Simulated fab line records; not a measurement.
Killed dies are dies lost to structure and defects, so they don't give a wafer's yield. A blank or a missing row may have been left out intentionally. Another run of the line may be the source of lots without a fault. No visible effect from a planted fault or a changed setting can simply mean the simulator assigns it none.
Tool commonality check + flow berkeleyCmos170 + Sampled: 16 lots, 48 wafers

REASON IT WAS OPENED
UCB170_WELLDRIVE_THK_MEAS_02, reading WELLDRIVE_OXIDE_THK: flagged on 4 of 16 lots. Wafers without a fault read 198 nm, standard deviation 3.
Rule: flag the lot when none of its wafers has a number, or when each of its wafers that has one lies beyond 4 standard deviations from that mean. The rest of the lots are taken to be sound.

| lot  | measured    | on           | WELLDRIVE_OXIDE_THK (nm), wafer by wafer | flag    |
|------|-------------|--------------|------------------------------------------|---------|
| L135 | day 4 05:56 | filmMetro-04 | 199 198 198                              |         |
| L137 | day 4 19:15 | filmMetro-03 | 204 202 202                              |         |
| L139 | day 5 03:48 | filmMetro-04 | 193 194 196                              |         |
| L138 | day 5 03:49 | filmMetro-03 | 202 199 197                              |         |
| L140 | day 5 03:50 | filmMetro-04 | 197 200 196                              |         |
| L141 | day 5 03:52 | filmMetro-01 | 198 196 198                              |         |
| L143 | day 5 23:34 | filmMetro-03 | 200 198 198                              |         |
| L142 | day 5 23:34 | filmMetro-04 | 196 197 194                              |         |
| L145 | day 6 08:44 | filmMetro-01 | 178 179 178                              | FLAGGED |
| L147 | day 6 08:46 | filmMetro-03 | 177 175 175                              | FLAGGED |
| L146 | day 6 13:35 | filmMetro-04 | 179 181 178                              | FLAGGED |
| L144 | day 6 13:36 | filmMetro-03 | 178 173 173                              | FLAGGED |
| L150 | day 6 20:24 | filmMetro-04 | 202 197 199                              |         |
| L153 | day 7 11:53 | filmMetro-01 | 204 206 204                              |         |
| L154 | day 7 11:53 | filmMetro-04 | 204 205 203                              |         |
| L158 | day 8 16:17 | filmMetro-01 | 199 196 199                              |         |
The mean of the flagged lots' numbers is 177 nm, -21 nm from the usual (-7 standard deviations).

WHICH TOOL RAN EACH LOT
The record keeps 1 process step preceding the reading, out of 331 steps on the route. Cell contents, in order: the tool; ch with the chambers the sampled wafers went through; the start.
| lot  | flag    | UCB170_WELLDRIVE_OXIDATION_01 |
|------|---------|-------------------------------|
| L135 |         | furnace-04 ch 0, day 4 02:24  |
| L137 |         | furnace-04 ch 0, day 4 15:44  |
| L139 |         | furnace-01 ch 0, day 5 00:17  |
| L138 |         | furnace-01 ch 0, day 5 00:17  |
| L140 |         | furnace-01 ch 0, day 5 00:17  |
| L141 |         | furnace-01 ch 0, day 5 00:17  |
| L143 |         | furnace-04 ch 0, day 5 20:03  |
| L142 |         | furnace-04 ch 0, day 5 20:03  |
| L145 | FLAGGED | furnace-04 ch 0, day 6 05:14  |
| L147 | FLAGGED | furnace-04 ch 0, day 6 05:14  |
| L146 | FLAGGED | furnace-04 ch 0, day 6 10:05  |
| L144 | FLAGGED | furnace-04 ch 0, day 6 10:05  |
| L150 |         | furnace-02 ch 0, day 6 16:54  |
| L153 |         | furnace-01 ch 0, day 7 08:23  |
| L154 |         | furnace-01 ch 0, day 7 08:23  |
| L158 |         | furnace-01 ch 0, day 8 12:47  |
What the steps here do:
- UCB170_WELLDRIVE_OXIDATION_01: target thk 199 nm, ox time 9000 s.
- UCB170_WELLDRIVE_THK_MEAS_02

FLAGGED AGAINST TOTAL, ONE TOOL AT A TIME (gauges that did the reading follow at the end)
| step                          | tool         | lots run | flagged | share of the flagged lots | sound lots run after its first flagged lot |
|-------------------------------|--------------|----------|---------|---------------------------|--------------------------------------------|
| UCB170_WELLDRIVE_OXIDATION_01 | furnace-01   | 7        | 0       | none                      | -                                          |
| UCB170_WELLDRIVE_OXIDATION_01 | furnace-02   | 1        | 0       | none                      | -                                          |
| UCB170_WELLDRIVE_OXIDATION_01 | furnace-04   | 8        | 4       | all                       | 0                                          |
| UCB170_WELLDRIVE_THK_MEAS_02  | filmMetro-01 | 4        | 1       | some                      | 2 (L153,L158)                              |
| UCB170_WELLDRIVE_THK_MEAS_02  | filmMetro-03 | 5        | 2       | some                      | 0                                          |
| UCB170_WELLDRIVE_THK_MEAS_02  | filmMetro-04 | 7        | 1       | some                      | 2 (L150,L154)                              |

WHAT IS ALLOWED BY THE TABLE
All flagged lots share 1 row of the table, namely furnace-04 at UCB170_WELLDRIVE_OXIDATION_01.
- furnace-04 at UCB170_WELLDRIVE_OXIDATION_01: 4 of its 8 lots flagged. Last sound lot L142 at day 5 20:03, first flagged lot L145 at day 6 05:14; a fault beginning in between fits. Its own readings lie more than 4 standard deviations out on every wafer of the flagged lots: spikeTcCentreC, spikeTcLoadC, spikeTcSourceC.
What remains is a single tool, furnace-04 at UCB170_WELLDRIVE_OXIDATION_01.

WHAT HAD BEEN PUT IN BY THE SIMULATOR
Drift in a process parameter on furnace-04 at UCB170_WELLDRIVE_OXIDATION_01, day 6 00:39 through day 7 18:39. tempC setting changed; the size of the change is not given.
Struck lots among those shown: L145, L147, L146, L144. Same finding as the rule above.
